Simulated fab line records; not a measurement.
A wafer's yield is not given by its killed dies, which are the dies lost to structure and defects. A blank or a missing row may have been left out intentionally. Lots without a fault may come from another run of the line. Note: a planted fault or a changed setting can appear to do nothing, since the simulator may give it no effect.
Which tool did it? -- flow rit_cmos -- 42 wafers from 14 lots sampled at 3 of the route's 202 steps

## WHAT THE GAUGES SHOWED, per wafer
RIT_WELLDRIVE_RS_MEAS_01: a four-point-probe measurement.
lot,measured,on,NWELL_RS (ohm/sq)
L875,day 2 23:11,film_metro-04,275.9 276.9 275.2
L877,day 3 09:00,film_metro-04,276.5 275.8 275.7
L879,day 3 17:59,film_metro-02,275.2 275.4 275.8
L881,day 4 07:38,film_metro-01,346.1 345.8 346.3
L882,day 4 07:40,film_metro-04,346.8 346.1 346.1
L884,day 4 19:22,film_metro-02,275.8 276.1 275.7
L886,day 5 03:19,film_metro-01,275.7 275.3 276.0
L887,day 5 09:11,film_metro-01,276.1 276.7 277.6
L888,day 5 14:16,film_metro-01,274.6 275.9 275.3
L889,day 5 17:38,film_metro-02,274.3 274.8 274.2
L891,day 6 04:47,film_metro-01,276.2 275.7 275.6
L892,day 6 10:56,film_metro-01,276.0 275.9 275.2
L894,day 6 23:04,film_metro-02,274.8 275.2 274.8
L895,day 7 01:56,film_metro-01,275.7 276.5 275.7

RIT_WELLDRIVE_RS_MEAS_02: a four-point-probe measurement.
lot,measured,on,PWELL_RS (ohm/sq)
L875,day 2 23:18,film_metro-04,430.0 429.2 427.7
L877,day 3 09:07,film_metro-04,427.5 428.9 429.4
L879,day 3 18:07,film_metro-02,428.6 428.8 429.1
L881,day 4 07:46,film_metro-01,493.9 493.5 496.6
L882,day 4 07:47,film_metro-04,495.8 493.5 495.8
L884,day 4 19:29,film_metro-02,430.0 429.3 429.0
L886,day 5 03:26,film_metro-01,430.5 430.2 430.2
L887,day 5 09:18,film_metro-01,430.1 429.7 429.9
L888,day 5 14:23,film_metro-01,429.5 429.9 430.7
L889,day 5 17:45,film_metro-02,431.1 429.3 431.7
L891,day 6 04:55,film_metro-01,429.5 429.7 431.4
L892,day 6 11:03,film_metro-01,428.5 427.9 427.8
L894,day 6 23:11,film_metro-02,427.7 428.7 428.1
L895,day 7 02:03,film_metro-01,429.7 429.5 429.3

## EACH LOT AND THE TOOL THAT RAN IT (in order: tool; ch and the chambers of the sampled wafers; start)
lot,RIT_WELLDRIVE_ANNEAL_00
L875,"furnace-01 ch 0, day 2 18:04"
L877,"furnace-01 ch 0, day 3 03:53"
L879,"furnace-04 ch 0, day 3 12:52"
L881,"furnace-01 ch 0, day 4 02:34"
L882,"furnace-01 ch 0, day 4 02:34"
L884,"furnace-04 ch 0, day 4 14:17"
L886,"furnace-04 ch 0, day 4 22:10"
L887,"furnace-04 ch 0, day 5 04:06"
L888,"furnace-04 ch 0, day 5 09:11"
L889,"furnace-03 ch 0, day 5 12:32"
L891,"furnace-04 ch 0, day 5 23:41"
L892,"furnace-04 ch 0, day 6 05:50"
L894,"furnace-03 ch 0, day 6 17:58"
L895,"furnace-04 ch 0, day 6 20:51"
- RIT_WELLDRIVE_ANNEAL_00: time 14700 s.

## AS READ BY THE TOOLS THEMSELVES (means over the sampled wafers that have a number; for cases with no such wafer, the mark the record gives instead)
RIT_WELLDRIVE_ANNEAL_00.
lot,tool,spike_tc_centre_C (C),spike_tc_load_C (C),spike_tc_source_C (C),tube_center_temp_C (C),tube_center_temp_C_max
L875,furnace-01,1102.2,1130.6,1127.0,1100,1102.7
L877,furnace-01,1103.3,1130.8,1126.7,1100,1103.4
L879,furnace-04,1102.3,1123.5,1127.2,1100,1102.6
L881,furnace-01,1043.4,1069.9,1065.8,1040,1043.5
L882,furnace-01,1043.2,1070.1,1066.4,1040,1043.1
L884,furnace-04,1101.5,1123.7,1126.9,1100,1103.2
L886,furnace-04,1102.1,1124.3,1126.7,1100,1102.6
L887,furnace-04,1102.4,1125.0,1127.3,1100,1102.8
L888,furnace-04,1102.3,1124.0,1126.9,1100,1102.7
L889,furnace-03,1102.1,1128.4,1124.4,1100,1102.9
L891,furnace-04,1101.1,1124.2,1127.8,1100,1103.0
L892,furnace-04,1102.0,1123.4,1126.3,1100,1103.2
L894,furnace-03,1101.6,1128.9,1125.3,1100,1102.6
L895,furnace-04,1102.5,1123.6,1127.0,1100,1102.9

## THE ANSWER, worked out from the rows above alone
Rule: usual is defined by the lots themselves. The widest of any qualifying gaps counts: lots, ordered by their means at a reading, are off when they make up no more than a third of the lots, leave a main group of 4 or more, and stand apart from it by 3 or more times the standard deviation of that group's means. The tables above print the reading to a certain number of digits; a main group whose means all agree to those digits is not used. Also off: a lot with no number at a reading for which 4 or more lots have one. Any other lot the step has rows for is counted as sound. The gauges are gone through in route order, then the tools' own readings, and for those a lot's mean is taken as printed above. The first step at which some lot is off is used, and at that step the reading that is off furthest; a lot without a number counts as furthest.
Off: L881, L882, at RIT_WELLDRIVE_RS_MEAS_01 (NWELL_RS). Mean 275.7 ohm/sq and standard deviation 0.57 in the main group.
If a tool, at a process step before that reading, ran all the lots that are off and no sound lot after the first of them, it fits. The gauges at RIT_WELLDRIVE_RS_MEAS_01 aren't tried: what is off there is off at RIT_WELLDRIVE_ANNEAL_00 too, on other tools, and a gauge's error can't cause that. One fits: furnace-01 at RIT_WELLDRIVE_ANNEAL_00. A fault onset in the window from L877 (day 3 03:53, its last sound lot) to L881 (day 4 02:34, its first lot off) fits.
The tool's own readings at RIT_WELLDRIVE_ANNEAL_00 bear it out: on the lots that are off they differ by more than 5 times the standard deviation of the sound lots' means. spike_tc_centre_C reads 1043.3 C there against 1102.1 C on the sound lots; spike_tc_load_C reads 1070.0 C there against 1125.9 C on the sound lots; spike_tc_source_C reads 1066.1 C there against 1126.6 C on the sound lots; tube_center_temp_C reads 1040 C there against 1100 C on the sound lots; tube_center_temp_C_max reads 1043.3 there against 1102.9 on the sound lots.

## WHAT HAD BEEN PUT IN BY THE SIMULATOR
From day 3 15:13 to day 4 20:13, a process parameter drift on furnace-01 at RIT_WELLDRIVE_ANNEAL_00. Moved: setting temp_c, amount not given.
Struck lots among those shown: L881, L882. The same result came from the rule above.
